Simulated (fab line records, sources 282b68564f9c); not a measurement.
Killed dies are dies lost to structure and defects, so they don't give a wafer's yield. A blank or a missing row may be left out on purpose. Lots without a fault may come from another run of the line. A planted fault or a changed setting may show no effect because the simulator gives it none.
A struck lot beside a sound one | flow rit_cmos | 15 steps out of a route of 202
Sound: wafers L451.1, L451.3, L451.6. Struck: wafers L460.2, L460.3. (L460.5 of the same lot was not struck and is left out.) The cause comes at the end.
At each step with rows: each side's tool, then ch and its chambers, then its first start. Under that, the readings that differ: sound wafers | struck wafers | difference of the means | sigmas: that difference in standard deviations of wafers without a fault.
alike: readings whose means differ by less than 2 such deviations, and words and numbers that are the same on both sides. not compared: withheld readings, readings that some wafer has no value for, bounds like >300 that may hide the same value, and numbers for which the record gives no deviation and whose values overlap.
The two part at a step that has a row with sigmas, a row that says differs or no value, or rows on one side only. Numbers that don't overlap but have no deviation are shown without sigmas and don't part them. A reading that every wafer of one side lacks parts them only if that side has two wafers or more.

first, 1 step without rows for these wafers: RIT_NWELL_IMPLANT_08.
RIT_NWELL_STRIP_09: strips in O2, time 180 s.
  sound on plasma_asher-04 ch 0, day 1 22:23; struck on plasma_asher-02 ch 1, day 3 19:45
  alike: drypump_motor_current_A, o2_flow_sccm
  not compared: rf_hours_counter_h
RIT_NWELL_TW_MEAS_10:
  sound on film_metro-01, day 1 22:34; struck on film_metro-01, day 3 19:56
  alike: NWELL_TW
then, 6 steps without rows for these wafers: RIT_PWELL_HMDS_00 (prime time 60 s); RIT_PWELL_COAT_01 (resist thk 1300 nm); RIT_PWELL_SOFTBAKE_02 (time 60 s); RIT_PWELL_EXPOSE_03 (exposes mask M3, target cd 43700 nm); RIT_PWELL_PEB_04; RIT_PWELL_DEVELOP_05 (develop time 68 s).
RIT_PWELL_OVL_MEAS_06:
  sound on overlay-02, day 1 23:31; struck on overlay-01, day 3 20:52
  alike: PWELL_OVL
then, 2 steps without rows for these wafers: RIT_PWELL_HARDBAKE_07 (time 120 s); RIT_PWELL_IMPLANT_08.
RIT_PWELL_STRIP_09: strips in O2, time 180 s.
  sound on plasma_asher-04 ch 0,1, day 1 23:56; struck on plasma_asher-03 ch 0, day 3 21:22
  reading             | sound          | struck    | difference | sigmas
  o2_flow_sccm (sccm) | 4016 3996 4000 | 6007 6003 | +2001      | +99 or more
  alike: drypump_motor_current_A
  not compared: rf_hours_counter_h
RIT_PWELL_TW_MEAS_10:
  sound on film_metro-01, day 2 00:07; struck on film_metro-01, day 3 21:32
  alike: PWELL_TW
RIT_M1_PROBE_99:
  the record has rows for the struck wafers here (prober-01, day 5 11:05) and none for the sound ones

WHERE THEY PART
First at RIT_PWELL_STRIP_09; last, within this record, at RIT_M1_PROBE_99.

WHY: what the simulator had put in
Process parameter drift: plasma_asher-03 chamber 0, from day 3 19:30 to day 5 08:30, at RIT_PWELL_STRIP_09. Setting o2_flow_sccm, moved by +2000, from 4000. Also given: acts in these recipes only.
